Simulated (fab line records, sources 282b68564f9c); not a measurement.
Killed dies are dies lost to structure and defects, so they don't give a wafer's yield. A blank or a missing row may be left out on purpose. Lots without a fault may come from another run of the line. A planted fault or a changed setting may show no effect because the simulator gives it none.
A struck lot beside a sound one | flow rit_cmos | 18 steps out of a route of 202
Sound: wafers L163.2, L163.4, L163.6. Struck: wafers L179.3, L179.5, L179.6. The cause comes at the end.
At each step with rows: each side's tool, then ch and its chambers, then its first start. Under that, the readings that differ: sound wafers | struck wafers | difference of the means | sigmas: that difference in standard deviations of wafers without a fault.
alike: readings whose means differ by less than 2 such deviations, and words and numbers that are the same on both sides. not compared: withheld readings, readings that some wafer has no value for, bounds like >300 that may hide the same value, and numbers for which the record gives no deviation and whose values overlap.
The two part at a step that has a row with sigmas, a row that says differs or no value, or rows on one side only. Numbers that don't overlap but have no deviation are shown without sigmas and don't part them. A reading that every wafer of one side lacks parts them only if that side has two wafers or more.

first, 5 steps without rows for these wafers: RIT_NSD_COAT_01 (resist thk 1000 nm); RIT_NSD_SOFTBAKE_02 (time 60 s); RIT_NSD_EXPOSE_03 (exposes mask M9, target cd 40700 nm); RIT_NSD_PEB_04; RIT_NSD_DEVELOP_05 (develop time 50 s).
RIT_NSD_OVL_MEAS_06:
  sound on overlay-02, day 3 01:54; struck on overlay-01, day 6 14:09
  alike: NSD_OVL
then, 2 steps without rows for these wafers: RIT_NSD_HARDBAKE_07 (time 60 s); RIT_NSD_IMPLANT_08.
RIT_NSD_STRIP_09: strips in O2, time 180 s.
  sound on plasma_asher-02 ch 0,1, day 3 02:14; struck on plasma_asher-03 ch 0,1, day 6 14:32
  alike: drypump_motor_current_A
  not compared: rf_hours_counter_h
RIT_NSD_TW_MEAS_10:
  sound on film_metro-03, day 3 02:25; struck on film_metro-02, day 6 14:40
  alike: NSD_TW
then, 2 steps without rows for these wafers: RIT_PSD_HMDS_00 (prime time 60 s); RIT_PSD_COAT_01 (resist thk 1000 nm).
RIT_PSD_SOFTBAKE_02: time 60 s.
  sound on litho_track-02 ch 0, day 3 02:47; struck on litho_track-02 ch 0, day 6 15:04
  reading                                  | sound             | struck            | difference | sigmas
  heater_power_total_W (W)                 | 34.61 34.56 34.58 | 36.99 37.00 37.01 | +2.42      | +53
  plate_temp_C (C)                         | 89.96 89.81 89.88 | 94.57 94.50 94.61 | +4.68      | +36
  resist_line_temp_C (C)                   | 22.80 22.81 22.82 | 22.94 23.22 23.17 | +0.30      | +3
  model.NOVOLAK_of_PSD_COAT_01.thk_nm (nm) | 998.7 996.3 996.8 | 984.8 984.8 986.7 | -11.8      |
then, 2 steps without rows for these wafers: RIT_PSD_EXPOSE_03 (exposes mask M10, target cd 40900 nm); RIT_PSD_PEB_04.
RIT_PSD_DEVELOP_05: develop time 50 s.
  sound on litho_track-03 ch 0; struck on litho_track-03 ch 0
  reading                                  | sound             | struck            | difference | sigmas
  model.NOVOLAK_of_PSD_COAT_01.thk_nm (nm) | 998.4 995.9 996.5 | 984.4 984.4 986.4 | -11.9      |
  alike: resist_line_temp_C
RIT_PSD_OVL_MEAS_06:
  sound on overlay-01, day 3 03:26; struck on overlay-02, day 6 15:42
  alike: PSD_OVL
RIT_M1_PROBE_99:
  sound on prober-01, day 3 11:55; struck on prober-01, day 7 00:20
  alike: killed_at_front_end, killed_dies, killed_open, killed_short

WHERE THEY PART
Only at RIT_PSD_SOFTBAKE_02, within this record. Later steps at which nothing parts them and some readings are alike: RIT_PSD_DEVELOP_05, RIT_PSD_OVL_MEAS_06, RIT_M1_PROBE_99.

WHY: what the simulator had put in
Process parameter drift: litho_track-02, from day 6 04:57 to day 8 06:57, at RIT_PSD_SOFTBAKE_02. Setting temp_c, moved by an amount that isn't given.
